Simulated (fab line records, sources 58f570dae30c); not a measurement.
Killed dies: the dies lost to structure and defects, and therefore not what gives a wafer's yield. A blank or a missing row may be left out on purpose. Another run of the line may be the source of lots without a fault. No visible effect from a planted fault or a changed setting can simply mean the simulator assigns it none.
Struck lot and sound lot, side by side    flow berkeley cmos170    15 out of 331 route steps
Sound: the wafers L733.1, L733.3, L733.4. Wafers L736.2, L736.3, L736.4 were the ones struck. The cause is named last.
For every step that has rows: the tool of each side, followed by ch and its chambers, followed by its first start. Under that, the readings that differ: sound wafers    struck wafers    difference of the means    sigmas: that difference in standard deviations of wafers without a fault.
alike: readings with means less than 2 such deviations apart, plus words and numbers identical on both sides. not compared: withheld readings, readings lacking a value on some wafer, bounds such as >300 that could conceal the same value, and numbers that have no deviation in the record and whose values overlap.
Wherever a step has rows on one side only, a row that says differs or no value, or a row with sigmas, the two part there. Non-overlapping numbers with no deviation appear without sigmas and do not part them. Lack of a reading on every wafer of one side parts them only where that side has two or more wafers.

first, 6 steps without rows for these wafers: UCB170_M1_COAT_03; UCB170_M1_COAT_04 (resist thk 900 nm); UCB170_M1_SOFTBAKE_05 (time 60 s); UCB170_M1_EXPOSE_06 (exposes mask METAL1, target cd 700 nm); UCB170_M1_PEB_07; UCB170_M1_DEVELOP_08 (develop time 45 s).
UCB170_M1_CD_MEAS_09: target cd 700 nm.
  struck on cd sem-01, day 9 11:04; sound on cd sem-01, day 8 18:27
reading     sound              struck             difference  sigmas
cd nm (nm)  703.9 702.1 701.9  699.3 698.9 698.9  -3.6        -3
UCB170_M1_OVL_MEAS_10:
  struck on overlay-01, day 9 11:10; sound on overlay-02, day 8 18:34
  alike: M1_OVL
UCB170_M1_ETCH_11: etches BARC in N2/H2.
  sound on rie diel-03 ch 0,2,3, day 8 18:36; struck on rie diel-02 ch 1,2,3, day 9 11:11
  alike: chamber pressure mTorr, drypump motor current A, oes product au, throttle valve pct
UCB170_M1_METAL_ETCH_12: etches Al in Cl2/BCl3, stops on PSG, target depth 780 nm, time 130 s.
  sound on rie metal-03 ch 0,1, day 8 18:38; struck on rie metal-04 ch 0,1, day 9 11:14
reading                 sound              struck             difference  sigmas
throttle valve pct (%)  24.41 24.41 24.25  24.76 24.75 24.77  +0.40       +2
  alike: chamber pressure mTorr, drypump motor current A, oes product au
  not compared: rf hours counter h
UCB170_M1_STRIP_13: strips in O2.
  sound on plasma asher-03 ch 0,1, day 8 18:47; struck on plasma asher-03 ch 0,1, day 9 11:22
  alike: chamber pressure mTorr, drypump motor current A, oes product au
  not compared: rf hours counter h
UCB170_M1_CD_MEAS_90: target cd 700 nm.
  struck on cd sem-02, day 9 11:29; sound on cd sem-02, day 8 18:53
  alike: cd nm
UCB170_M1_ANNEAL_14: time 1200 s.
  sound on furnace-03 ch 0, day 8 19:00; struck on furnace-03 ch 0, day 9 12:51
reading                    sound                 struck                difference  sigmas
spike tc centre C (C)      405.4 405.0 403.3     448.0 448.4 449.5     +44.1       +44
spike tc load C (C)        423.1 422.7 422.2     467.2 466.5 468.6     +44.8       +45
spike tc source C (C)      416.4 418.0 416.9     462.0 461.9 463.3     +45.3       +50
tube center temp C (C)     400.02 400.06 399.99  444.98 444.97 444.95  +44.94      +99 or more
tube_center_temp_C_max     400.91 401.14 400.80  445.95 445.86 445.91  +44.96      +99 or more
zone power centre pct (%)  18.20 18.70 17.88     20.74 20.78 20.62     +2.45       +12
zone power load pct (%)    6.36 6.30 6.43        7.75 7.90 7.84        +1.47       +24
zone power source pct (%)  5.40 5.34 5.37        6.51 6.37 6.42        +1.06       +23
UCB170_V1_CVD_00: deposits SiO2 from TEOS/O2, target thk 2000 nm, time 241.3 s.
  sound on pecvd-03 ch 0,1,2, day 8 20:20; struck on pecvd-04 ch 0,1,2, day 9 14:11
  alike: heater power w, pressure mtorr
UCB170_M3_PROBE_99:
  rows exist in the record for the sound wafers here (prober-02, day 9 08:08), none for the struck ones

WHERE THEY PART
Earliest at UCB170_M1_CD_MEAS_09; latest, in this record, at UCB170_M3_PROBE_99.

WHY: what had been put in by the simulator
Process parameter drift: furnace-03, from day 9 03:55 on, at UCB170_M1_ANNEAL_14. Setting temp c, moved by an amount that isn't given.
